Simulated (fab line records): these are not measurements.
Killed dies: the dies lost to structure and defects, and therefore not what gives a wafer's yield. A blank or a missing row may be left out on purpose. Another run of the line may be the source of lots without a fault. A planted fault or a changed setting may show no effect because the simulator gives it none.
Split-lot trial / flow berkeley-cmos170 / route with 331 steps; 5 lots, 23 wafers read

## THE SPLIT ITSELF
At UCB170_V2_CMP_02 (polishes SiO2), the setting leave-above-ref-nm was moved away from the recipe's 1000 nm on 10 of the 23 wafers read, by -3.3% to +7.1%. The other wafers ran this setting at the recipe's value.

## FROM THE SPLIT TO THE READING: what the file shows between them, 4 steps
- UCB170_V2_THK_MEAS_04
- UCB170_V2_SOFTBAKE_08: time 60 s (also split here: time-s)
- UCB170_V2_EXPOSE_09: exposes mask VIA2, target cd 700 nm
- UCB170_V2_PEB_10

## THE READING
oes-product-au, in a.u., at UCB170_V2_ETCH_14 (etches SiO2 in CHF3/CF4/Ar, stops on Al, target depth 1250 nm, time 291 s). On this fab line, fault-free wafers typically give 0.879 a.u. with a standard deviation of 0.012 a.u.

wafer=L078.2; tool, chamber at the split=cmp-01, 1; leave-above-ref-nm as run, nm=1053; against the recipe=+5.3%; oes-product-au, a.u.=0.932; against lot-mates on the recipe=+0.037
wafer=L078.3; tool, chamber at the split=cmp-01, 3,2; leave-above-ref-nm as run, nm=1053; against the recipe=+5.3%; oes-product-au, a.u.=0.908; against lot-mates on the recipe=+0.013
wafer=L078.4; tool, chamber at the split=cmp-01, 3,2; leave-above-ref-nm as run, nm=1053; against the recipe=+5.3%; oes-product-au, a.u.=0.905; against lot-mates on the recipe=+0.010
wafer=L078.5; tool, chamber at the split=cmp-01, 0; leave-above-ref-nm as run, nm=1000; against the recipe=recipe; oes-product-au, a.u.=0.910; against lot-mates on the recipe=-
wafer=L078.6; tool, chamber at the split=cmp-01, 3; leave-above-ref-nm as run, nm=1000; against the recipe=recipe; oes-product-au, a.u.=0.880; against lot-mates on the recipe=-
wafer=L076.1; tool, chamber at the split=cmp-02, 0; leave-above-ref-nm as run, nm=1000; against the recipe=recipe; oes-product-au, a.u.=0.875; against lot-mates on the recipe=-
wafer=L076.3; tool, chamber at the split=cmp-02, 2; leave-above-ref-nm as run, nm=966.9; against the recipe=-3.3%; oes-product-au, a.u.=0.850; against lot-mates on the recipe=-0.025
wafer=L076.4; tool, chamber at the split=cmp-02, 3; leave-above-ref-nm as run, nm=966.9; against the recipe=-3.3%; oes-product-au, a.u.=0.839; against lot-mates on the recipe=-0.036
wafer=L076.5; tool, chamber at the split=cmp-02, 2; leave-above-ref-nm as run, nm=966.9; against the recipe=-3.3%; oes-product-au, a.u.=0.861; against lot-mates on the recipe=-0.014
wafer=L076.6; tool, chamber at the split=cmp-02, 3; leave-above-ref-nm as run, nm=1000; against the recipe=recipe; oes-product-au, a.u.=0.874; against lot-mates on the recipe=-
wafer=L081.1; tool, chamber at the split=cmp-02, 1; leave-above-ref-nm as run, nm=1000; against the recipe=recipe; oes-product-au, a.u.=0.884; against lot-mates on the recipe=-
wafer=L081.4; tool, chamber at the split=cmp-02, 3; leave-above-ref-nm as run, nm=1000; against the recipe=recipe; oes-product-au, a.u.=0.896; against lot-mates on the recipe=-
wafer=L081.6; tool, chamber at the split=cmp-02, 1; leave-above-ref-nm as run, nm=1000; against the recipe=recipe; oes-product-au, a.u.=0.876; against lot-mates on the recipe=-
wafer=L082.2; tool, chamber at the split=cmp-01, 3; leave-above-ref-nm as run, nm=1000; against the recipe=recipe; oes-product-au, a.u.=0.866; against lot-mates on the recipe=-
wafer=L082.3; tool, chamber at the split=cmp-01, 1,0; leave-above-ref-nm as run, nm=1000; against the recipe=recipe; oes-product-au, a.u.=0.870; against lot-mates on the recipe=-
wafer=L082.4; tool, chamber at the split=cmp-01, 2,3; leave-above-ref-nm as run, nm=1071; against the recipe=+7.1%; oes-product-au, a.u.=0.908; against lot-mates on the recipe=+0.040
wafer=L082.5; tool, chamber at the split=cmp-01, 2,3; leave-above-ref-nm as run, nm=1071; against the recipe=+7.1%; oes-product-au, a.u.=0.915; against lot-mates on the recipe=+0.047
wafer=L082.6; tool, chamber at the split=cmp-01, 1,0; leave-above-ref-nm as run, nm=1000; against the recipe=recipe; oes-product-au, a.u.=0.867; against lot-mates on the recipe=-
wafer=L085.1; tool, chamber at the split=cmp-02, 1,2; leave-above-ref-nm as run, nm=1055; against the recipe=+5.5%; oes-product-au, a.u.=0.923; against lot-mates on the recipe=+0.044
wafer=L085.2; tool, chamber at the split=cmp-02, 3,0,0; leave-above-ref-nm as run, nm=1000; against the recipe=recipe; oes-product-au, a.u.=0.879; against lot-mates on the recipe=-
wafer=L085.3; tool, chamber at the split=cmp-02, 3,0,0; leave-above-ref-nm as run, nm=1000; against the recipe=recipe; oes-product-au, a.u.=0.886; against lot-mates on the recipe=-
wafer=L085.4; tool, chamber at the split=cmp-02, 1,2; leave-above-ref-nm as run, nm=1055; against the recipe=+5.5%; oes-product-au, a.u.=0.910; against lot-mates on the recipe=+0.031
wafer=L085.5; tool, chamber at the split=cmp-02, 3,0,0; leave-above-ref-nm as run, nm=1000; against the recipe=recipe; oes-product-au, a.u.=0.873; against lot-mates on the recipe=-
If several chambers appear in one row, that row covers several wafers at once and the file leaves open which wafer was in which chamber.

THE FIT
A straight line over all 23 wafers: oes-product-au changes by +0.00637 a.u. for each +1% of leave-above-ref-nm; r = +0.87; the points scatter about the line by 0.012 a.u.
The same after taking each lot's own level away (the mean of its wafers on the recipe; 23 wafers): +0.00589 a.u. for each +1%; r = +0.90; scatter 0.0097 a.u.
The reading moves by 0.042 a.u. for the largest change in leave-above-ref-nm, on that fit.
Measured against the standard deviation above, the lots' own levels, which go from 0.8677 to 0.8950 a.u., span 2.3 times it.
The two slopes are in agreement: the lot-to-lot level therefore moves the slope only a little.
Check: with one of the wafers moved furthest among these (+7.1%) left out of the fit, the line predicts +0.0403 a.u. for it against its lot-mates. Against them it came out at +0.0403 a.u.

## OTHER SPLITS ON THESE WAFERS
Note: prior to the reading, these wafers also went through further splits. Each is held against what the fit with the lots' levels taken away leaves over:
other split on the same wafers=UCB170_V1_PEB_10 peb-temp-c; wafers away from the commonest value=7; r with oes-product-au (lot level and that fit taken away)=+0.00
other split on the same wafers=UCB170_M2_SPUTTER_01 power-w; wafers away from the commonest value=10; r with oes-product-au (lot level and that fit taken away)=-0.16
other split on the same wafers=UCB170_V2_SOFTBAKE_08 time-s; wafers away from the commonest value=4; r with oes-product-au (lot level and that fit taken away)=-0.16

## THE WHOLE CHAIN: every reading that the file lists as answering this split, in the file's order
step=UCB170_V2_CMP_02; what it does=polishes SiO2; reading=SiO2_of_V2_CVD_00.thk-nm (the simulator's own value, which no gauge read); change (the file's fit)=+9.93 nm for each +1% of the setting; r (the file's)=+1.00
step=UCB170_V2_THK_MEAS_04; what it does=; reading=V2_POLISHED_THK; change (the file's fit)=+9.92 for each +1% of the setting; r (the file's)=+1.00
step=UCB170_V2_ETCH_14; what it does=etches SiO2 in CHF3/CF4/Ar, stops on Al, target depth 1250 nm, time 291 s; reading=oes-product-au; change (the file's fit)=+0.00582 a.u. for each +1% of the setting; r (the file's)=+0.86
step=UCB170_V2_ETCH_14; what it does=etches SiO2 in CHF3/CF4/Ar, stops on Al, target depth 1250 nm, time 291 s; reading=V2.feature-depth-nm (the simulator's own value, which no gauge read); change (the file's fit)=+9.93 nm for each +1% of the setting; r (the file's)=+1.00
step=UCB170_V2_ETCH_14; what it does=etches SiO2 in CHF3/CF4/Ar, stops on Al, target depth 1250 nm, time 291 s; reading=etch.depth-nm (the simulator's own value, which no gauge read); change (the file's fit)=+10 nm for each +1% of the setting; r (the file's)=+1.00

## FILE'S OWN FIT
oes-product-au changes by +0.00582 a.u. for each +1% of leave-above-ref-nm, r = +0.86.
